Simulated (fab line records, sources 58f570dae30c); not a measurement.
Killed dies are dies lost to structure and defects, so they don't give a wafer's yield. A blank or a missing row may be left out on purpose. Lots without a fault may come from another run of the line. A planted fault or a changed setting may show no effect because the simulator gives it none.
Which tool did it? | flow berkeley_cmos170 | 14 lots, 42 wafers sampled, at 4 steps of a route of 331

WHAT THE GAUGES READ, wafer by wafer
UCB170_V1_THK_MEAS_01.
lot  | measured     | on            | V1_TEOS_THK (nm)
L119 | day 7 04:48  | film_metro-02 | 1971 2018 2031
L120 | day 7 04:53  | film_metro-02 | 2006 2028 2008
L121 | day 7 08:44  | film_metro-02 | 1988 1980 2017
L122 | day 7 20:22  | film_metro-03 | 1984 2008 2062
L124 | day 8 06:05  | film_metro-01 | 1995 2017 2029
L125 | day 8 16:01  | film_metro-03 | 1982 1991 2055
L127 | day 9 06:49  | film_metro-01 | 2007 2021 2005
L128 | day 9 19:44  | film_metro-02 | 1985 2058 2031
L136 | day 10 16:55 | film_metro-02 | 2159 2187 2155 2159 2187 2155
L138 | day 11 14:03 | film_metro-01 | 2160 2178 2165 2160 2176 2165
L139 | day 11 14:04 | film_metro-02 | 1988 2034 1983
L140 | day 11 17:47 | film_metro-01 | 1954 1994 2013
L141 | day 11 23:41 | film_metro-02 | 1949 2050 2013
L142 | day 11 23:41 | film_metro-01 | 1997 1982 2035

UCB170_V1_THK_MEAS_04.
lot  | measured     | on            | V1_POLISHED_THK (nm)
L119 | day 7 05:17  | film_metro-01 | 999.3 1000.3 1000.6
L120 | day 7 05:22  | film_metro-02 | 1000.5 998.9 1001.2
L121 | day 7 09:13  | film_metro-01 | 1000.2 1000.8 1000.1
L122 | day 7 20:50  | film_metro-02 | 999.7 997.7 997.9
L124 | day 8 06:34  | film_metro-02 | 998.9 999.6 999.4
L125 | day 8 16:30  | film_metro-02 | 1000.6 999.2 1001.4
L127 | day 9 07:17  | film_metro-02 | 1001.8 998.5 1000.2
L128 | day 9 20:13  | film_metro-03 | 999.3 1001.4 1000.8
L136 | day 10 22:35 | film_metro-02 | 1000.6 999.4 1000.2
L138 | day 11 17:38 | film_metro-02 | 1002.2 1000.5 1000.8
L139 | day 11 14:32 | film_metro-01 | 1001.9 1002.9 1001.2
L140 | day 11 18:16 | film_metro-02 | 998.5 1000.6 1001.5
L141 | day 12 00:10 | film_metro-02 | 1001.5 1001.2 1000.5
L142 | day 12 00:10 | film_metro-01 | 1000.7 1002.0 999.8

WHICH TOOL RAN EACH LOT (tool, then ch and the chambers of the sampled wafers, then the start)
lot  | UCB170_GATE_STRIP_16                 | UCB170_V1_CVD_00
L119 | plasma_asher-01 ch 0,1, day 6 02:04  | pecvd-03 ch 0,1,2, day 7 04:38
L120 | plasma_asher-04 ch 0,1, day 6 02:23  | pecvd-04 ch 0,1,2, day 7 04:43
L121 | plasma_asher-04 ch 0,1, day 6 08:39  | pecvd-01 ch 0,1, day 7 08:34
L122 | plasma_asher-01 ch 0,1, day 6 15:43  | pecvd-03 ch 1,2, day 7 20:12
L124 | plasma_asher-04 ch 0,1, day 7 03:10  | pecvd-03 ch 0,1,2, day 8 05:55
L125 | plasma_asher-01 ch 0,1, day 7 06:45  | pecvd-04 ch 0,2, day 8 15:52
L127 | plasma_asher-03 ch 0,1, day 8 01:06  | pecvd-04 ch 0,1,2, day 9 06:38
L128 | plasma_asher-01 ch 1, day 8 10:17    | pecvd-01 ch 0,1, day 9 19:35
L136 | plasma_asher-04 ch 0,1, day 9 12:30  | pecvd-04 ch 0,1,2, day 10 16:46
L138 | plasma_asher-03 ch 0,1, day 10 10:58 | pecvd-04 ch 0,1, day 11 13:54
L139 | plasma_asher-01 ch 0,1, day 10 11:03 | pecvd-03 ch 0,1, day 11 13:54
L140 | plasma_asher-04 ch 0,1, day 10 15:18 | pecvd-01 ch 0,1,2, day 11 17:38
L141 | plasma_asher-04 ch 0,1, day 10 22:30 | pecvd-01 ch 0,1, day 11 23:31
L142 | plasma_asher-03 ch 0,1, day 10 22:46 | pecvd-03 ch 0,2, day 11 23:31
- UCB170_GATE_STRIP_16: strips in O2.
- UCB170_V1_CVD_00: deposits SiO2 from TEOS/O2, target thk 2000 nm, time 250 s.

WHAT THE TOOLS THEMSELVES READ (means of the sampled wafers that have a number; where no wafer has one, the mark that the record gives instead)
UCB170_GATE_STRIP_16.
lot  | tool            | drypump_motor_current_A (A) | oes_product_au (a.u.)
L119 | plasma_asher-01 | 5.4                         | 0.724
L120 | plasma_asher-04 | 5.9                         | 0.726
L121 | plasma_asher-04 | 5.8                         | 0.723
L122 | plasma_asher-01 | 5.6                         | 0.723
L124 | plasma_asher-04 | 6.0                         | 0.720
L125 | plasma_asher-01 | 5.5                         | 0.722
L127 | plasma_asher-03 | 5.3                         | 0.725
L128 | plasma_asher-01 | 5.3                         | 0.722
L136 | plasma_asher-04 | 5.8                         | 0.724
L138 | plasma_asher-03 | 5.4                         | 0.726
L139 | plasma_asher-01 | 5.5                         | 0.720
L140 | plasma_asher-04 | 5.8                         | 0.724
L141 | plasma_asher-04 | 5.9                         | 0.724
L142 | plasma_asher-03 | 5.3                         | 0.722

UCB170_V1_CVD_00.
lot  | tool     | heater_power_w (W) | run_length_s (s)
L119 | pecvd-03 | 249                | 277.8
L120 | pecvd-04 | 276                | 277.5
L121 | pecvd-01 | 263                | 277.9
L122 | pecvd-03 | 231                | 277.5
L124 | pecvd-03 | 240                | 277.9
L125 | pecvd-04 | 313                | 277.8
L127 | pecvd-04 | 289                | 277.7
L128 | pecvd-01 | 242                | 278.2
L136 | pecvd-04 | 267                | 298.5
L138 | pecvd-04 | 282                | 298.8
L139 | pecvd-03 | 192                | 278.2
L140 | pecvd-01 | 283                | 277.8
L141 | pecvd-01 | 256                | 278.0
L142 | pecvd-03 | 283                | 277.3

THE ANSWER, worked out from the rows above alone
Rule: what is usual is taken from the lots themselves. Put in order of their means at a reading, lots are off if they are a third of the lots or fewer, leave a main group of 4 or more, and stand apart from it by a gap of 3 or more times the standard deviation of the main group's means; of several such gaps the widest counts. A main group whose means are all the same, to the digits that the tables above print for the reading, isn't used. A lot without any number at a reading at which 4 lots or more have one is off too. The other lots that the step has rows for count as sound. The gauges are gone through in route order, then the tools' own readings, and for those a lot's mean is taken as printed above. The first step at which some lot is off is used, and at that step the reading that is off furthest; a lot without a number counts as furthest.
Off: L136, L138, at UCB170_V1_THK_MEAS_01 (V1_TEOS_THK). The main group: mean 2007 nm, standard deviation 9.7.
A tool fits if, at a process step before that reading, it ran every lot that is off, and no sound lot after the first of them. The gauges at UCB170_V1_THK_MEAS_01 aren't tried: what is off there is off at UCB170_V1_CVD_00 too, on other tools, and a gauge's error can't cause that. One fits: pecvd-04 at UCB170_V1_CVD_00. Its last sound lot is L127 (day 9 06:38), its first lot that is off L136 (day 10 16:46): a fault that began between those two fits.
The tool's own readings at UCB170_V1_CVD_00 bear it out: on the lots that are off they differ by more than 5 times the standard deviation of the sound lots' means. run_length_s reads 298.6 s there against 277.8 s on the sound lots.

WHAT THE SIMULATOR HAD PUT IN
Process parameter drift: pecvd-04, from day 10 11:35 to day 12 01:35, at UCB170_V1_CVD_00. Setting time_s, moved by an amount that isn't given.
Lots struck among those shown: L136, L138. The rule above found the same.
